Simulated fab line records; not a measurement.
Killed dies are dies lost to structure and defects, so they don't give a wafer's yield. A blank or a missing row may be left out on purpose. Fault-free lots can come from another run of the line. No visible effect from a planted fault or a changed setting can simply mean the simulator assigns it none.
fab line records	flow ritCmos
record: lots: 14	wafers: 42	lastDay: 7
route steps=202 shown GATE@97 NLDD@112 SDANNEAL@155 CONTACT@176 M1@202
lots that met no fault: taken from a fault-free run of the same line
startH: the number of hours between the record's first day and the start of the first shown wafer of the lot	waitH: time in hours since the lot's previous step	" the same as in the row above	L1.1+2: several wafers, shown together as one row	- value missing, or start not given	* or withheld: withheld	< > ~ a bound
route shown NAME@n: names a module that has steps shown in the file, with the first one's number in the route	usual: mean and standard deviation over wafers with no fault	same: alike in all rows	chamber/n: place in a boat	sites: per-site readings	_std_site: their standard deviation	_edge_site: mean of outer sites minus mean of inner sites	radiusMm: how far each site lies from the wafer's centre	mask NAME#n: copy n	behind: the last tool/chamber to shape the wafer	hold: cause of the lot's hold/its duration in hours/its outcome	device: the transistor (n, p or np) that didn't switch	end of line: the route-end tests of the same wafers	a step without rows: its recipe alone	killed: count of dies lost to structure and defects at first sort (not the wafer's yield)	map: dies across one wafer; x = killed, . = not, _ = none there
set.NAME: the setting that was run; set.NAME@STEP: the one run at that earlier step	model.NAME: the simulator's own value behind a step, which no gauge read
one table for each step of the route and one row for each wafer, over a sample of lots
services: a tool's chamber out of use, with start hour (startH, from the record's first day; less than 0 if before it), hours out, and reason
== steps ==
step: RIT_GATE_CD_MEAS_90
recipe: targetCdNm: 150
usual: cdNm: 150.1/2.9
lot.wafer	tool	chamber	startH	waitH	cdNm
L480.1	cdSem-02	-	37.37	0.1	148.9
L480.2	"	-	"	"	148.1
L480.5	"	-	"	"	150.6
L481.1	cdSem-01	-	43.07	0.1	155.5
L481.3	"	-	"	"	153.9
L481.6	"	-	"	"	152.5
L482.1	cdSem-01	-	47.11	0.1	151.4
L482.3	"	-	"	"	153.6
L482.5	"	-	"	"	153.9
L483.1	cdSem-01	-	52.87	0.1	151.5
L483.5	"	-	"	"	155.1
L483.6	"	-	"	"	154.6
L484.1	cdSem-01	-	56.79	0.1	151.8
L484.3	"	-	"	"	148.4
L484.4	"	-	"	"	151.2
L486.2	cdSem-01	-	67.34	0.1	150.3
L486.4	"	-	"	"	149.7
L486.5	"	-	"	"	151.2
L488.1	cdSem-02	-	77.97	0.1	149.0
L488.2	"	-	"	"	150.7
L488.3	"	-	"	"	152.7
L490.1	cdSem-02	-	87.23	0.1	147.0
L490.4	"	-	"	"	148.4
L490.5	"	-	"	"	148.0
L492.4	cdSem-01	-	98.70	0.1	149.8
L492.5	"	-	"	"	149.2
L492.6	"	-	"	"	149.2
L493.4	cdSem-02	-	101.97	0.1	156.2
L493.5	"	-	"	"	154.3
L493.6	"	-	"	"	153.3
L499.1	cdSem-01	-	132.04	0.1	151.9
L499.2	"	-	"	"	150.3
L499.4	"	-	"	"	149.7
L500.1	cdSem-01	-	136.88	0.1	146.0
L500.4	"	-	"	"	147.7
L500.5	"	-	"	"	148.5
L502.1	cdSem-01	-	147.26	0.1	145.2
L502.4	"	-	"	"	145.6
L502.6	"	-	"	"	143.8
L503.2	cdSem-01	-	153.09	0.1	151.4
L503.4	"	-	"	"	153.3
L503.6	"	-	"	"	151.6
step: RIT_NLDD_STRIP_09
recipe: chemistry: O2	timeS: 180	resist: NOVOLAK	platenTempC: withheld	powerW: 500	pressureMtorr: 4000	o2FlowSccm: 4000
usual: drypumpMotorCurrentA: 5.6/0.49
lot.wafer	tool	chamber	startH	waitH	drypumpMotorCurrentA	rfHoursCounterH
L480.1	plasmaAsher-03	1	41.92	0.1	5.7	42
L480.2	"	0	"	"	6.7	42
L480.5	"	0	"	"	6.7	-
L481.1	plasmaAsher-01	0	47.53	0.1	5.2	17
L481.3	"	0	"	"	5.2	-
L481.6	"	1	"	"	5.2	-
L482.1	plasmaAsher-01	1	51.52	0.1	5.2	17
L482.3	"	1	"	"	5.2	-
L482.5	"	0	"	"	5.2	-
L483.1	plasmaAsher-01	0	57.44	0.1	5.2	18
L483.5	"	0	"	"	5.2	-
L483.6	"	1	"	"	5.2	-
L484.1	plasmaAsher-03	0	61.34	0.1	6.7	44
L484.3	"	1	"	"	5.7	-
L484.4	"	0	"	"	6.7	-
L486.2	plasmaAsher-04	1	71.96	0.1	5.7	45
L486.4	"	1	"	"	5.7	-
L486.5	"	1	"	"	5.7	-
L488.1	plasmaAsher-01	0	82.48	0.1	5.2	21
L488.2	"	1	"	"	5.2	21
L488.3	"	0	"	"	5.2	-
L490.1	plasmaAsher-01	1	91.59	0.1	5.2	22
L490.4	"	0	"	"	5.2	-
L490.5	"	0	"	"	5.2	-
L492.4	plasmaAsher-04	0	103.14	0.1	5.9	-
L492.5	"	0	"	"	5.9	-
L492.6	"	1	"	"	5.7	-
L493.4	plasmaAsher-04	1	106.44	0.1	5.7	-
L493.5	"	1	"	"	5.7	-
L493.6	"	0	"	"	5.9	-
L499.1	plasmaAsher-01	0	136.32	0.1	5.2	27
L499.2	"	1	"	"	5.2	27
L499.4	"	0	"	"	5.2	-
L500.1	plasmaAsher-04	0	142.29	0.1	5.9	3
L500.4	"	0	"	"	5.9	-
L500.5	"	0	"	"	5.9	-
L502.1	plasmaAsher-04	1	153.69	0.1	5.6	4
L502.4	"	1	"	"	5.7	-
L502.6	"	1	"	"	5.7	-
L503.2	plasmaAsher-03	1	158.05	0.1	5.7	55
L503.4	"	0	"	"	6.7	-
L503.6	"	1	"	"	5.7	-
step: RIT_SDANNEAL_CLEAN_02
recipe: chemistry: SC2	mix: 3:3:50	timeS: 600	tempC: 75	dry: n2Spin
usual: bathGuardTempC: 75.3/0.44	runLengthS: 628/3.4
lot.wafer	tool	chamber	startH	waitH	bathGuardTempC	runLengthS
L480.1	wetBench-04	1	49.23	0.0	74.5	626
L480.2	"	1	"	"	74.3	626
L480.5	"	1	"	"	74.9	626
L481.1	wetBench-02	0	55.03	0.0	75.5	625
L481.3	"	0	"	"	75.7	625
L481.6	"	0	"	"	75.1	625
L482.1	wetBench-01	1	58.95	0.0	75.5	632
L482.3	"	1	"	"	75.3	632
L482.5	"	1	"	"	75.9	632
L483.1	wetBench-02	3	64.76	0.0	76.1	627
L483.5	"	3	"	"	76.0	627
L483.6	"	3	"	"	76.2	627
L484.1	wetBench-01	3	68.78	0.0	74.8	626
L484.3	"	3	"	"	74.7	626
L484.4	"	3	"	"	74.5	626
L486.2	wetBench-02	0	79.42	0.0	75.8	633
L486.4	"	0	"	"	75.5	633
L486.5	"	0	"	"	75.6	633
L488.1	wetBench-04	1	89.81	0.0	75.0	626
L488.2	"	1	"	"	74.7	626
L488.3	"	1	"	"	74.8	626
L490.1	wetBench-02	0	99.07	0.0	76.0	633
L490.4	"	0	"	"	75.7	633
L490.5	"	0	"	"	75.4	633
L492.4	wetBench-02	1	110.52	0.0	75.7	626
L492.5	"	1	"	"	75.4	626
L492.6	"	1	"	"	75.4	626
L493.4	wetBench-02	1	113.83	0.0	75.5	626
L493.5	"	1	"	"	75.4	626
L493.6	"	1	"	"	75.2	626
L499.1	wetBench-01	1	143.93	0.0	75.8	559
L499.2	"	1	"	"	75.1	559
L499.4	"	1	"	"	75.8	559
L500.1	wetBench-01	0	149.63	0.0	75.4	559
L500.4	"	0	"	"	75.0	559
L500.5	"	0	"	"	75.1	559
L502.1	wetBench-02	1	161.49	0.0	75.3	633
L502.4	"	1	"	"	75.6	633
L502.6	"	1	"	"	75.2	633
L503.2	wetBench-04	2	165.47	0.0	74.9	633
L503.4	"	2	"	"	75.3	633
L503.6	"	2	"	"	75.3	633
step: RIT_CONTACT_CD_MEAS_08
recipe: targetCdNm: 1000
usual: cdNm: 1000.8/2.4
lot.wafer	tool	chamber	startH	waitH	cdNm
L480.1	cdSem-02	-	51.77	-	1002.2
L480.2	"	-	"	"	1004.4
L480.5	"	-	"	"	1001.7
L481.1	cdSem-02	-	57.52	-	997.9
L481.3	"	-	"	"	999.2
L481.6	"	-	"	"	1000.7
L482.1	cdSem-01	-	61.40	-	995.1
L482.3	"	-	"	"	996.9
L482.5	"	-	"	"	996.1
L483.1	cdSem-02	-	67.21	-	999.9
L483.5	"	-	"	"	1002.4
L483.6	"	-	"	"	1001.6
L484.1	cdSem-02	-	71.32	-	1000.3
L484.3	"	-	"	"	1001.1
L484.4	"	-	"	"	1000.2
L486.2	cdSem-02	-	81.84	-	999.3
L486.4	"	-	"	"	1000.2
L486.5	"	-	"	"	1002.0
L488.1	cdSem-01	-	92.15	-	1000.1
L488.2	"	-	"	"	999.1
L488.3	"	-	"	"	1001.5
L490.1	cdSem-01	-	101.64	-	998.5
L490.4	"	-	"	"	995.8
L490.5	"	-	"	"	996.6
L492.4	cdSem-01	-	112.89	-	998.1
L492.5	"	-	"	"	1000.2
L492.6	"	-	"	"	999.9
L493.4	cdSem-02	-	116.25	-	1002.4
L493.5	"	-	"	"	1001.9
L493.6	"	-	"	"	1003.4
L499.1	cdSem-02	-	146.31	-	1001.1
L499.2	"	-	"	"	1001.4
L499.4	"	-	"	"	1000.6
L500.1	cdSem-01	-	152.07	-	1001.0
L500.4	"	-	"	"	1003.9
L500.5	"	-	"	"	1000.5
L502.1	cdSem-02	-	163.96	-	998.2
L502.4	"	-	"	"	999.3
L502.6	"	-	"	"	998.7
L503.2	cdSem-02	-	167.82	-	1001.3
L503.4	"	-	"	"	1000.3
L503.6	"	-	"	"	1002.4
step: RIT_M1_PROBE_99
usual: killedAtContacts: 0.1/0.26	killedAtFrontEnd: 7.5/2.8	killedDies: 7.6/2.8	killedOpen: 3.9/2.1	killedShort: 3.7/1.7
same: grossDies: 264	killed_at_M0_to_M3: 0	killed_at_M4_up: 0	killedAtBackSide: 0	killedAtOther: 0
lot.wafer	tool	chamber	startH	waitH	killedAtContacts	killedAtFrontEnd	killedDies	killedOpen	killedShort
L484.1	prober-01	-	76.58	0.1	1	8	9	4	5
L484.3	prober-01	-	76.68	0.2	1	4	5	2	3
L484.4	prober-01	-	76.73	0.2	0	6	6	2	4
L499.1	prober-02	-	151.61	0.1	0	9	9	5	4
L499.2	prober-02	-	151.66	0.1	0	9	9	5	4
L499.4	prober-02	-	151.76	0.2	0	7	7	2	5
L500.1	prober-01	-	158.42	0.1	0	12	12	7	5
L500.4	prober-01	-	158.57	0.2	0	4	4	3	1
L500.5	prober-01	-	158.62	0.2	0	9	9	6	3
L502.1	prober-01	-	169.48	0.1	0	4	4	2	2
L502.4	prober-01	-	169.63	0.2	0	9	9	6	2
L502.6	prober-01	-	169.73	0.2	0	12	12	6	4
L503.2	prober-02	-	173.58	0.1	0	8	8	3	5
L503.4	prober-02	-	173.68	0.2	0	11	11	6	5
L503.6	prober-02	-	173.78	0.2	0	8	8	4	4
killed by level:class
L484.1 GATE:geometricParticle:short=3 SPACER:geometricParticle:open=2 SILICIDE:geometricParticle:short=2 FOX2:geometricParticle:open=1 CONTACT:geometricParticle:open=1
L484.3 GATE:geometricParticle:short=3 FOX1:geometricParticle:open=1 CONTACT:geometricParticle:open=1
L484.4 SPACER:geometricParticle:short=3 GATE:geometricParticle:open=1 SILICIDE:geometricParticle:short=1 SILICIDE:geometricParticle:open=1
L499.1 GATE:geometricParticle:short=3 FOX1:geometricParticle:open=2 GATE:geometricParticle:open=1 SPACER:geometricParticle:open=1 SPACER:geometricParticle:short=1 SILICIDE:geometricParticle:open=1
L499.2 GATE:geometricParticle:open=3 FOX2:geometricParticle:short=2 FOX1:geometricParticle:short=1 GATE:geometricParticle:short=1 SPACER:geometricParticle:open=1 SILICIDE:geometricParticle:open=1
L499.4 FOX1:geometricParticle:short=2 ACTIVE:geometricParticle:short=1 FOX2:geometricParticle:short=1 GATE:geometricParticle:open=1 SPACER:geometricParticle:short=1 SILICIDE:geometricParticle:open=1
L500.1 GATE:geometricParticle:open=3 GATE:geometricParticle:short=2 SPACER:geometricParticle:open=2 FOX1:geometricParticle:short=1 FOX1:geometricParticle:open=1 FOX2:geometricParticle:open=1 REOX:geometricParticle:short=1 SPACER:geometricParticle:short=1
L500.4 GATE:geometricParticle:open=2 GATE:geometricParticle:short=1 SPACER:geometricParticle:open=1
L500.5 SPACER:geometricParticle:open=3 GATE:geometricParticle:open=2 FOX2:geometricParticle:open=1 GATE:geometricParticle:short=1 REOX:geometricParticle:short=1 SPACER:geometricParticle:short=1
L502.1 GATE:geometricParticle:short=2 FOX1:geometricParticle:open=1 GATE:geometricParticle:open=1
L502.4 GATE:geometricParticle:open=2 REOX:geometricParticle:open=2 SPACER:geometricParticle:short=2 FOX1:geometricParticle:open=1 SPACER:geometricParticle:open=1 PSD:coatMicrobubblePrinted=1
L502.6 FOX1:geometricParticle:open=3 GATE:geometricParticle:short=3 PSD:coatMicrobubblePrinted=2 FOX2:geometricParticle:open=1 GATE:geometricParticle:open=1 REOX:geometricParticle:open=1 SILICIDE:geometricParticle:short=1
L503.2 GATE:geometricParticle:short=3 FOX1:geometricParticle:short=2 FOX2:geometricParticle:open=1 REOX:geometricParticle:open=1 SPACER:geometricParticle:open=1
L503.4 SILICIDE:geometricParticle:open=3 FOX1:geometricParticle:open=2 GATE:geometricParticle:short=2 SILICIDE:geometricParticle:short=2 REOX:geometricParticle:open=1 SPACER:geometricParticle:short=1
L503.6 SILICIDE:geometricParticle:open=2 FOX1:geometricParticle:open=1 FOX1:geometricParticle:short=1 FOX2:geometricParticle:short=1 GATE:geometricParticle:short=1 GATE:geometricParticle:open=1 SILICIDE:geometricParticle:short=1
== services ==
tool	chamber	startH	hours	kind
plasmaAsher-04	-	108.75	9.0	pm
plasmaAsher-04	0	108.75	9.0	ventCycle
plasmaAsher-04	1	108.75	9.0	ventCycle
plasmaAsher-04	0	117.75	-	clean
plasmaAsher-04	1	117.75	-	clean
plasmaAsher-03	-	132.28	2.8	pm
plasmaAsher-01	-	137.26	4.1	repair
== key ==
firstSign: step: RIT_SDANNEAL_CLEAN_02	reading: runLengthS	direction: down	sigmas: 20	usual: *	struck: *
effect none on later readings
metAt RIT_SDANNEAL_CLEAN_02
struckLots L499,L500
testerLeftOut L499,L500
notActingAt RIT_GATE_CD_MEAS_90,RIT_NLDD_STRIP_09,RIT_CONTACT_CD_MEAS_08
onsetBetween 68.78 143.93
fault: kind: processParameterDrift	tool: wetBench-01	chamber: -	onsetH: 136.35	steps: RIT_SDANNEAL_CLEAN_02	channel: timeS	offset: *	shape: step	endH: 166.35	actsIn: *	stated: *
testerLeftOut: of these lots the tester's yield and bins aren't shown, on N5 and GAA mostly nor the transistor test; their killed dies are dies lost to structure and defects alone, not to doping, threshold or leakage, so they don't give the yield
